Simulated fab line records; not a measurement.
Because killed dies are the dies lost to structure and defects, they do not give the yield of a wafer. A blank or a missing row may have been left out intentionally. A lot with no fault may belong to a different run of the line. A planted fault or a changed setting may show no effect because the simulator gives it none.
The tool behind it: which one? || flow berkeley cmos170 || 18 wafers from 6 lots sampled at 2 of the route's 331 steps

== WHAT THE GAUGES SHOWED, per wafer ==
UCB170_ACTIVE_OVL_MEAS_14.
{"lot": "L188", "measured": "day 4 23:25", "on": "overlay-02", "ACTIVE_OVL (nm)": "0 -2 4"}
{"lot": "L190", "measured": "day 5 12:04", "on": "overlay-02", "ACTIVE_OVL (nm)": "2 -6 -4"}
{"lot": "L192", "measured": "day 5 18:41", "on": "overlay-02", "ACTIVE_OVL (nm)": "-1 10 0"}
{"lot": "L195", "measured": "day 7 03:25", "on": "overlay-02", "ACTIVE_OVL (nm)": "-224 -225 -227"}
{"lot": "L198", "measured": "day 7 15:03", "on": "overlay-01", "ACTIVE_OVL (nm)": "-228 -229 -224"}
{"lot": "L207", "measured": "day 10 08:23", "on": "overlay-01", "ACTIVE_OVL (nm)": "-4 -6 -8"}

== WHAT TOOL EACH LOT RAN ON (gives the tool, then ch and the chambers of the sampled wafers, and finally the start) ==
{"lot": "L188", "UCB170_ACTIVE_EXPOSE_10": "krf scanner-02 ch 0, day 4 22:55"}
{"lot": "L190", "UCB170_ACTIVE_EXPOSE_10": "krf scanner-02 ch 0, day 5 11:14"}
{"lot": "L192", "UCB170_ACTIVE_EXPOSE_10": "krf scanner-01 ch 0, day 5 18:06"}
{"lot": "L195", "UCB170_ACTIVE_EXPOSE_10": "krf scanner-01 ch 0, day 7 02:54"}
{"lot": "L198", "UCB170_ACTIVE_EXPOSE_10": "krf scanner-01 ch 0, day 7 14:29"}
{"lot": "L207", "UCB170_ACTIVE_EXPOSE_10": "krf scanner-02 ch 0, day 10 07:52"}
- UCB170_ACTIVE_EXPOSE_10: exposes mask ACTIVE, target cd 1200 nm.

== THE ANSWER, worked out from the rows above alone ==
Rule: the lots themselves supply what counts as usual. The widest of any qualifying gaps counts: lots, ordered by their means at a reading, are off when they make up no more than a third of the lots, leave a main group of 4 or more, and stand apart from it by 3 or more times the standard deviation of that group's means. A main group whose means are all the same, to the digits that the tables above print for the reading, isn't used. Also off: a lot with no number at a reading for which 4 or more lots have one. All remaining lots with rows at the step are treated as sound.
Off: at UCB170_ACTIVE_OVL_MEAS_14 (ACTIVE_OVL), L195, L198. For the main group the mean is -1 nm and the standard deviation 3.4.
If a tool, at a process step before that reading, ran all the lots that are off and no sound lot after the first of them, it fits. The gauges at UCB170_ACTIVE_OVL_MEAS_14 are tried like those tools. One fits: UCB170_ACTIVE_EXPOSE_10 on krf scanner-01. Its last sound lot is L192 (day 5 18:06), its first lot that is off L195 (day 7 02:54): a fault that began between those two fits.

== WHAT WAS PUT IN BY THE SIMULATOR ==
Scanner matching overlay: krf scanner-01, from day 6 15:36 on, at UCB170_ACTIVE_EXPOSE_10. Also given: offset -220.
Lots struck among those shown: L195, L198. The rule above found the same.
